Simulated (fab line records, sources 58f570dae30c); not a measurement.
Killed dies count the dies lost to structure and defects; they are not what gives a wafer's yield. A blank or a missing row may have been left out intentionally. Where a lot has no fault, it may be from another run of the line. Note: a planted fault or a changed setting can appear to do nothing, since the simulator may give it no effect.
Which tool did it?    flow berkeleyCmos170    Sampling: 7 lots, 21 wafers, 2 of 331 route steps

WHAT THE GAUGES SHOWED, per wafer
UCB170_FIELD_THK_MEAS_02.
lot   measured     on            FIELD_OXIDE_THK (nm)
L940  day 4 14:52  filmMetro-01  546 554 543
L945  day 6 02:31  filmMetro-01  574 577 569
L948  day 6 02:25  filmMetro-04  543 541 534
L951  day 6 17:38  filmMetro-01  576 571 576
L953  day 7 04:22  filmMetro-04  543 549 560
L955  day 7 22:46  filmMetro-04  838 833 844
L962  day 9 02:57  filmMetro-04  581 582 576

TOOL THAT RAN EACH LOT (tool first, then ch and the chambers of the sampled wafers, then the start)
lot   UCB170_FIELD_OXIDATION_01
L940  furnace-04 ch 0, day 4 11:51
L945  furnace-03 ch 0, day 5 23:22
L948  furnace-03 ch 0, day 5 23:22
L951  furnace-02 ch 0, day 6 14:37
L953  furnace-04 ch 0, day 7 01:21
L955  furnace-03 ch 0, day 7 16:28 and furnace-04 ch 0, day 7 19:46
L962  furnace-02 ch 0, day 8 23:56
- UCB170_FIELD_OXIDATION_01: target thk 558.3 nm, ox time 7200 s.

THE ANSWER, worked out from the rows above alone
Rule: what is usual is taken from the lots themselves. Put in order of their means at a reading, lots are off if they are a third of the lots or fewer, leave a main group of 4 or more, and stand apart from it by a gap of 3 or more times the standard deviation of the main group's means; of several such gaps the widest counts. If all means in a main group match to the digits the tables above print for the reading, that group is not used. Also off: a lot with no number at a reading for which 4 or more lots have one. Any other lot the step has rows for is counted as sound.
Off: at UCB170_FIELD_THK_MEAS_02 (FIELD_OXIDE_THK), L955. For the main group the mean is 561 nm and the standard deviation 15.
A tool fits if, at a process step before that reading, it ran every lot that is off, and no sound lot after the first of them. Gauges at UCB170_FIELD_THK_MEAS_02: tried the same way as those tools. This does not decide it: 2 tools fit, namely furnace-03 at UCB170_FIELD_OXIDATION_01 and furnace-04 at UCB170_FIELD_OXIDATION_01.

WHAT WAS PUT IN BY THE SIMULATOR
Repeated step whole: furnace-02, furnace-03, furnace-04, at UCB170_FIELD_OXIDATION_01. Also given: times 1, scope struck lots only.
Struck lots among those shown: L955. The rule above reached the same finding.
